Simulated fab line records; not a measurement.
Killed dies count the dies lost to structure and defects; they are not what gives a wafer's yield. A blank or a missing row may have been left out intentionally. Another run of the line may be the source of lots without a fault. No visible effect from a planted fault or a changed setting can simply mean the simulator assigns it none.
Which tool was responsible? + flow rit-cmos + 24 wafers from 8 lots sampled at 2 of the route's 202 steps

== WHAT THE GAUGES SHOWED, per wafer ==
RIT_NLDD_OVL_MEAS_06.
| lot  | measured    | on         | NLDD_OVL (nm)        |
|------|-------------|------------|----------------------|
| L473 | day 3 00:34 | overlay-02 | -1.0 -0.6 -0.1       |
| L475 | day 3 10:40 | overlay-01 | -2.2 -2.4 -1.1       |
| L478 | day 3 23:32 | overlay-02 | -299.0 -297.5 -298.9 |
| L481 | day 4 15:29 | overlay-02 | -0.6 -2.8 -2.5       |
| L483 | day 5 02:07 | overlay-01 | -298.5 -299.3 -299.7 |
| L489 | day 6 10:46 | overlay-01 | -0.3 0.2 0.2         |
| L492 | day 7 05:28 | overlay-02 | -1.6 -1.2 -1.7       |
| L495 | day 7 23:08 | overlay-01 | -0.7 -0.6 0.0        |

== WHAT TOOL EACH LOT RAN ON (gives the tool, then ch and the chambers of the sampled wafers, and finally the start) ==
| lot  | RIT_NLDD_EXPOSE_03                 |
|------|------------------------------------|
| L473 | iline-stepper-01 ch 0, day 3 00:10 |
| L475 | iline-stepper-01 ch 0, day 3 10:17 |
| L478 | iline-stepper-01 ch 0, day 3 23:08 |
| L481 | iline-stepper-02 ch 0, day 4 15:05 |
| L483 | iline-stepper-01 ch 0, day 5 01:43 |
| L489 | iline-stepper-02 ch 0, day 6 10:22 |
| L492 | iline-stepper-02 ch 0, day 7 05:04 |
| L495 | iline-stepper-02 ch 0, day 7 22:44 |
- RIT_NLDD_EXPOSE_03: exposes mask M7, target cd 40700 nm.

== THE ANSWER, worked out from the rows above alone ==
Rule: usual is defined by the lots themselves. The widest of any qualifying gaps counts: lots, ordered by their means at a reading, are off when they make up no more than a third of the lots, leave a main group of 4 or more, and stand apart from it by 3 or more times the standard deviation of that group's means. A main group whose means are all the same, to the digits that the tables above print for the reading, isn't used. Also off: a lot with no number at a reading for which 4 or more lots have one. All remaining lots with rows at the step are treated as sound.
Off: at RIT_NLDD_OVL_MEAS_06 (NLDD_OVL), L478, L483. Main group: mean -1.1 nm, sd 0.77.
If a tool, at a process step before that reading, ran all the lots that are off and no sound lot after the first of them, it fits. Gauges at RIT_NLDD_OVL_MEAS_06: tried the same way as those tools. One fits: iline-stepper-01 at RIT_NLDD_EXPOSE_03. A fault onset in the window from L475 (day 3 10:17, its last sound lot) to L478 (day 3 23:08, its first lot off) fits.

== WHAT THE SIMULATOR HAD INSERTED ==
Scanner matching overlay: iline-stepper-01, from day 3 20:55 on, at RIT_NLDD_EXPOSE_03. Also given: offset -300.
Struck lots among those shown: L478, L483. This agrees with what the rule above found.
